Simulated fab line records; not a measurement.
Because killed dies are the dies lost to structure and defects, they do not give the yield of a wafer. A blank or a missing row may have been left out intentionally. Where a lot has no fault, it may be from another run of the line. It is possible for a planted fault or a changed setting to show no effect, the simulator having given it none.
Which of the tools did it? | flow rit-cmos | Sampling: 7 lots, 21 wafers, 2 of 202 route steps

## WHAT THE GAUGES SHOWED, per wafer
RIT_SDANNEAL_RS_MEAS_07: the measuring method here is four-point-probe.
lot  | measured    | on            | NLDD_RS (ohm/sq)
L479 | day 3 17:17 | film-metro-04 | 152.0 152.2 152.3
L482 | day 4 07:14 | film-metro-01 | 151.3 151.0 152.0
L485 | day 4 22:48 | film-metro-03 | 150.9 151.0 151.1
L487 | day 5 08:15 | film-metro-04 | 151.4 151.4 151.9
L489 | day 5 19:19 | film-metro-01 | 151.7 151.9 151.7
L494 | day 6 15:58 | film-metro-04 | 151.6 151.9 151.8
L500 | day 7 22:25 | film-metro-04 | 156.6 156.8 157.1

## TOOL THAT RAN EACH LOT (tool first, then ch and the chambers of the sampled wafers, then the start)
lot  | RIT_NLDD_IMPLANT_08
L479 | implanter-01 ch 0, day 3 08:07
L482 | implanter-02 ch 0, day 3 22:50
L485 | implanter-01 ch 0, day 4 13:43
L487 | implanter-04 ch 0, day 4 23:49
L489 | implanter-04 ch 0, day 5 11:14
L494 | implanter-04 ch 0, day 6 07:38
L500 | implanter-04 ch 0, day 7 14:11
- RIT_NLDD_IMPLANT_08

## THE ANSWER, worked out from the rows above alone
Rule: the usual values come from the lots themselves. Put in order of their means at a reading, lots are off if they are a third of the lots or fewer, leave a main group of 4 or more, and stand apart from it by a gap of 3 or more times the standard deviation of the main group's means; of several such gaps the widest counts. If all means in a main group match to the digits the tables above print for the reading, that group is not used. A lot without any number at a reading at which 4 lots or more have one is off too. All remaining lots with rows at the step are treated as sound.
Off: L500, at RIT_SDANNEAL_RS_MEAS_07 (NLDD_RS). Mean 151.6 ohm/sq and standard deviation 0.36 in the main group.
If a tool, at a process step before that reading, ran all the lots that are off and no sound lot after the first of them, it fits. Gauges at RIT_SDANNEAL_RS_MEAS_07: tried the same way as those tools. 2 tools fit, implanter-04 at RIT_NLDD_IMPLANT_08 and film-metro-04 at RIT_SDANNEAL_RS_MEAS_07, so this cannot tell which one it is.

## WHAT THE SIMULATOR HAD PUT IN
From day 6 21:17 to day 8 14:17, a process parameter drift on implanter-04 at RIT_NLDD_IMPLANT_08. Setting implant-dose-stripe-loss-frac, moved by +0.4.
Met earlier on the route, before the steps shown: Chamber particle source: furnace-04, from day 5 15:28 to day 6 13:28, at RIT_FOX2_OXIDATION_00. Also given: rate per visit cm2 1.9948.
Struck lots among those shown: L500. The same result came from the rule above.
